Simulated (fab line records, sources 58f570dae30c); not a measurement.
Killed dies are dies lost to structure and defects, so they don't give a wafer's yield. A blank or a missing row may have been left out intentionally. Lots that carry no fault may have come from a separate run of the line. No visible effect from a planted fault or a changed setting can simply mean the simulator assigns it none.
2 desks looking at one fault + flow berkeleyCmos170 + each desk has only its own numbers; what lay behind them comes last

TOOL OWNER'S DESK, lithoTrack-02
The tool's own readings at UCB170_M2_DEVELOP_14 (develop time 45 s): means of the sampled wafers that have a number, for each lot that ran on this tool. The brackets show how far a lot's mean lies from the usual mean; more than 4 standard deviations puts the lot out of limits, marked OUT.
Columns: A = chillPlateTempC at UCB170_M2_DEVELOP_14, usual 23.01 C
| lot  | first seen here | A     |
|------|-----------------|-------|
| L107 | day 8 18:00     | 22.99 |
| L113 | day 9 19:00     | 22.82 |
| L112 | day 9 20:00     | 23.12 |
| L116 | day 11 05:00    | 22.98 |
| L121 | day 11 16:00    | 23.05 |
| L123 | day 12 08:00    | 22.98 |
| L122 | day 12 11:00    | 22.91 |
Finding of this desk: none of the 7 lots has anything out of limits.

FROM THE METROLOGY DESK
What the gauges read for every lot (on any tool): the sampled wafers with a number, averaged. The brackets show how far a lot's mean lies from the usual mean; more than 4 standard deviations puts the lot out of limits, marked OUT.
Columns: A = M1_OVL at UCB170_M1_OVL_MEAS_10, usual -4 nm; B = V1_POLISHED_THK at UCB170_V1_THK_MEAS_04, usual 1000.5 nm
| lot  | first seen here | A   | B      |
|------|-----------------|-----|--------|
| L107 | day 8 12:10     | -5  | 1000.5 |
| L113 | day 9 13:21     | 2   | 999.3  |
| L112 | day 9 13:37     | -4  | 1000.9 |
| L114 | day 10 00:17    | -4  | 1000.6 |
| L115 | day 10 13:52    | -6  | 1000.5 |
| L118 | day 10 20:38    | -9  | 1000.6 |
| L116 | day 10 22:49    | -6  | 1000.6 |
| L117 | day 10 23:49    | 2   | 999.4  |
| L121 | day 11 10:07    | -1  | 1000.7 |
| L123 | day 12 01:37    | 2   | 1000.6 |
| L124 | day 12 02:20    | -4  | 1000.6 |
| L122 | day 12 02:35    | -14 | 1000.2 |
| L126 | day 13 05:30    | 1   | 1002.0 |
| L129 | day 13 05:50    | -12 | 1002.0 |
Finding of this desk: none of the 14 lots has anything out of limits.

TAKEN TOGETHER
The desk of the tool owner found nothing out of limits.
The metrology desk saw nothing out of limits.

WHAT HAD BEEN PUT IN BY THE SIMULATOR
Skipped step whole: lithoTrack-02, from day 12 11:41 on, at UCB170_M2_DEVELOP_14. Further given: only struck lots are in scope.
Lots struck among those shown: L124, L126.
